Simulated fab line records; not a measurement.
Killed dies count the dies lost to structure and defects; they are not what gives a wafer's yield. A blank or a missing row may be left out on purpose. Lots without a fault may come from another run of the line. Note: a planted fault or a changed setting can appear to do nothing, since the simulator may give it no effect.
Which tool was responsible? | flow berkeley cmos170 | 14 lots, 42 wafers sampled, at 2 steps of a route of 331

WHAT THE GAUGES READ, wafer by wafer
UCB170_M2_CD_MEAS_90: the cd target is 700 nm.
lot  | measured     | on        | cd nm (nm)
L617 | day 8 16:59  | cd sem-02 | 701.6 702.9 703.4
L618 | day 8 18:01  | cd sem-01 | 705.3 701.2 704.0
L620 | day 9 06:24  | cd sem-01 | 699.8 700.1 697.1
L621 | day 9 18:50  | cd sem-01 | 700.6 698.9 698.4
L624 | day 9 20:09  | cd sem-02 | 702.7 705.2 699.9
L625 | day 10 08:02 | cd sem-01 | 700.7 703.4 703.2
L629 | day 10 18:41 | cd sem-01 | 699.2 700.8 698.9
L630 | day 11 07:16 | cd sem-01 | 703.8 701.2 702.7
L632 | day 11 08:30 | cd sem-02 | 700.8 699.3 704.1
L633 | day 11 12:26 | cd sem-01 | 697.0 695.8 701.7
L634 | day 11 13:16 | cd sem-02 | 700.8 702.3 701.3
L638 | day 12 13:50 | cd sem-01 | 697.2 699.5 702.0
L637 | day 12 14:01 | cd sem-02 | 703.1 703.5 699.2
L639 | day 13 06:18 | cd sem-01 | 701.2 700.5 703.9

TOOL THAT RAN EACH LOT (tool first, then ch and the chambers of the sampled wafers, then the start)
lot  | UCB170_M1_ETCH_11
L617 | rie diel-03 ch 0,3, day 8 06:16
L618 | rie diel-01 ch 0,1,3, day 8 09:50
L620 | rie diel-03 ch 1,2,3, day 8 23:34
L621 | rie diel-04 ch 0,1,3, day 9 10:07
L624 | rie diel-03 ch 0,1,3, day 9 13:10
L625 | rie diel-04 ch 0,3, day 9 23:01
L629 | rie diel-04 ch 0,1,3, day 10 10:50
L630 | rie diel-04 ch 0,2,3, day 10 22:17
L632 | rie diel-03 ch 0,2, day 10 23:37
L633 | rie diel-03 ch 0,1,3, day 11 04:11
L634 | rie diel-04 ch 0,3, day 11 04:59
L638 | rie diel-03 ch 0,1,3, day 12 04:38
L637 | rie diel-04 ch 0,2, day 12 04:55
L639 | rie diel-04 ch 1,3, day 12 21:29
- UCB170_M1_ETCH_11: etches BARC in N2/H2.

AS READ BY THE TOOLS THEMSELVES (means over the sampled wafers that have a number; for cases with no such wafer, the mark the record gives instead)
UCB170_M1_ETCH_11.
lot  | tool        | bias w (W) | drypump motor current A (A) | oes product au (a.u.) | rf fwd power W (W) | throttle valve pct (%)
L617 | rie diel-03 | 100.30     | 5.4                         | 1.001                 | 492.0              | 13.13
L618 | rie diel-01 | 100.21     | 5.9                         | 0.995                 | 493.4              | 13.34
L620 | rie diel-03 | 99.97      | 5.7                         | 0.999                 | 493.0              | 13.29
L621 | rie diel-04 | 100.13     | 6.2                         | 1.007                 | 495.3              | 13.23
L624 | rie diel-03 | 100.23     | 5.8                         | 0.985                 | 495.5              | 13.32
L625 | rie diel-04 | 100.23     | 6.2                         | 1.002                 | 497.6              | 13.37
L629 | rie diel-04 | 99.94      | 6.2                         | 0.999                 | 494.5              | 13.24
L630 | rie diel-04 | 100.27     | 6.0                         | 1.009                 | 495.0              | 13.38
L632 | rie diel-03 | 100.36     | 5.9                         | 0.992                 | 494.9              | 13.28
L633 | rie diel-03 | 100.04     | 5.8                         | 0.991                 | 494.0              | 13.30
L634 | rie diel-04 | 99.79      | 6.2                         | 1.006                 | 495.4              | 13.37
L638 | rie diel-03 | 100.10     | 5.9                         | 0.990                 | 495.7              | 13.32
L637 | rie diel-04 | 100.04     | 6.0                         | 0.991                 | 495.3              | 13.42
L639 | rie diel-04 | 99.95      | 6.1                         | 0.990                 | 494.4              | 13.19

THE ANSWER, worked out from the rows above alone
Rule: usual is defined by the lots themselves. Put in order of their means at a reading, lots are off if they are a third of the lots or fewer, leave a main group of 4 or more, and stand apart from it by a gap of 3 or more times the standard deviation of the main group's means; of several such gaps the widest counts. Not used: any main group whose means are identical at the precision the tables above print for the reading. Also off: a lot with no number at a reading for which 4 or more lots have one. All remaining lots with rows at the step are treated as sound. The gauges are gone through in route order, then the tools' own readings, and for those a lot's mean is taken as printed above. The first step at which some lot is off is used, and at that step the reading that is off furthest; a lot without a number counts as furthest.
Across all readings shown, no lot is off: no conclusion can be drawn from this.

WHAT HAD BEEN PUT IN BY THE SIMULATOR
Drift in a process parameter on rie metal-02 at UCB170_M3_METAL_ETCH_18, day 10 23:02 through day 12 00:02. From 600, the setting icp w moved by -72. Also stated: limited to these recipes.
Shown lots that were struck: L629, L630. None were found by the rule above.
